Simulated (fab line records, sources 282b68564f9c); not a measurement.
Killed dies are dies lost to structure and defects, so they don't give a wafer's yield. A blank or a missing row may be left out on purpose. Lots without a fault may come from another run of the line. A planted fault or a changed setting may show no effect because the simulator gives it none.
Tool commonality check | flow rit_cmos | 16 lots, 48 wafers sampled

WHY IT WAS OPENED
At RIT_SDANNEAL_RS_MEAS_04 the reading PSD_RS is flagged on 4 of 16 lots. Wafers without a fault read 115.89 ohm/sq, standard deviation 0.24.
Rule: a lot is flagged when every wafer of it that has a number lies more than 4 standard deviations from that mean, or none has a number. The other lots count as sound.

lot  | measured    | on            | PSD_RS (ohm/sq), wafer by wafer | flag
L548 | day 3 06:51 | film_metro-02 | 115.73 115.85 116.05            |
L549 | day 3 09:45 | film_metro-02 | 116.01 115.94 116.29            |
L550 | day 3 13:14 | film_metro-03 | 116.01 116.01 115.55            |
L551 | day 3 17:01 | film_metro-04 | 115.70 115.65 115.42            |
L552 | day 3 23:22 | film_metro-02 | 115.86 115.59 115.57            |
L553 | day 4 05:33 | film_metro-04 | 116.05 115.98 115.86            |
L554 | day 4 15:07 | film_metro-03 | 116.01 116.05 115.73            |
L555 | day 4 18:55 | film_metro-02 | 116.15 115.90 115.80            |
L556 | day 4 19:14 | film_metro-03 | 115.75 115.62 115.63            |
L557 | day 5 03:22 | film_metro-03 | 115.95 115.71 115.59            |
L558 | day 5 09:28 | film_metro-03 | 116.19 115.96 115.62            |
L559 | day 5 14:50 | film_metro-03 | 115.89 115.89 115.93            |
L560 | day 5 17:34 | film_metro-04 | 50.47 50.40 50.51               | FLAGGED
L561 | day 6 01:38 | film_metro-03 | 50.50 50.44 50.53               | FLAGGED
L562 | day 6 06:33 | film_metro-03 | 50.47 50.53 50.57               | FLAGGED
L563 | day 6 07:04 | film_metro-04 | 50.42 50.41 50.46               | FLAGGED
The numbers of the flagged lots are 50.48 ohm/sq on average: -65.41 ohm/sq against the usual, or -99 or more standard deviations.

WHICH TOOL RAN EACH LOT
The record holds 1 process step before the reading, out of a route of 202 steps. In each cell: the tool, then ch and the chambers that the sampled wafers went through, then the start.
lot  | flag    | RIT_PSD_IMPLANT_08
L548 |         | implanter-02 ch 0, day 3 06:02
L549 |         | implanter-01 ch 0, day 3 08:56
L550 |         | implanter-02 ch 0, day 3 12:26
L551 |         | implanter-03 ch 0, day 3 16:13
L552 |         | implanter-03 ch 0, day 3 22:28
L553 |         | implanter-02 ch 0, day 4 04:44
L554 |         | implanter-02 ch 0, day 4 14:14
L555 |         | implanter-01 ch 0, day 4 18:05
L556 |         | implanter-03 ch 0, day 4 18:22
L557 |         | implanter-03 ch 0, day 5 02:32
L558 |         | implanter-02 ch 0, day 5 08:39
L559 |         | implanter-03 ch 0, day 5 14:01
L560 | FLAGGED | implanter-01 ch 0, day 5 16:46
L561 | FLAGGED | implanter-02 ch 0, day 6 00:47
L562 | FLAGGED | implanter-02 ch 0, day 6 05:44
L563 | FLAGGED | implanter-01 ch 0, day 6 06:14
What these steps do:
- RIT_PSD_IMPLANT_08
- RIT_SDANNEAL_RS_MEAS_04: measures by four-point-probe.

FLAGGED OVER TOTAL, TOOL BY TOOL (the gauges that took the reading come last)
step                    | tool          | lots run | flagged | share of the flagged lots | sound lots run after its first flagged lot
RIT_PSD_IMPLANT_08      | implanter-01  | 4        | 2       | some                      | 0
RIT_PSD_IMPLANT_08      | implanter-02  | 7        | 2       | some                      | 0
RIT_PSD_IMPLANT_08      | implanter-03  | 5        | 0       | none                      | -
RIT_SDANNEAL_RS_MEAS_04 | film_metro-02 | 4        | 0       | none                      | -
RIT_SDANNEAL_RS_MEAS_04 | film_metro-03 | 8        | 2       | some                      | 0
RIT_SDANNEAL_RS_MEAS_04 | film_metro-04 | 4        | 2       | some                      | 0

WHAT THE TABLE ALLOWS
No row of the table ran every flagged lot.

WHAT THE SIMULATOR HAD PUT IN
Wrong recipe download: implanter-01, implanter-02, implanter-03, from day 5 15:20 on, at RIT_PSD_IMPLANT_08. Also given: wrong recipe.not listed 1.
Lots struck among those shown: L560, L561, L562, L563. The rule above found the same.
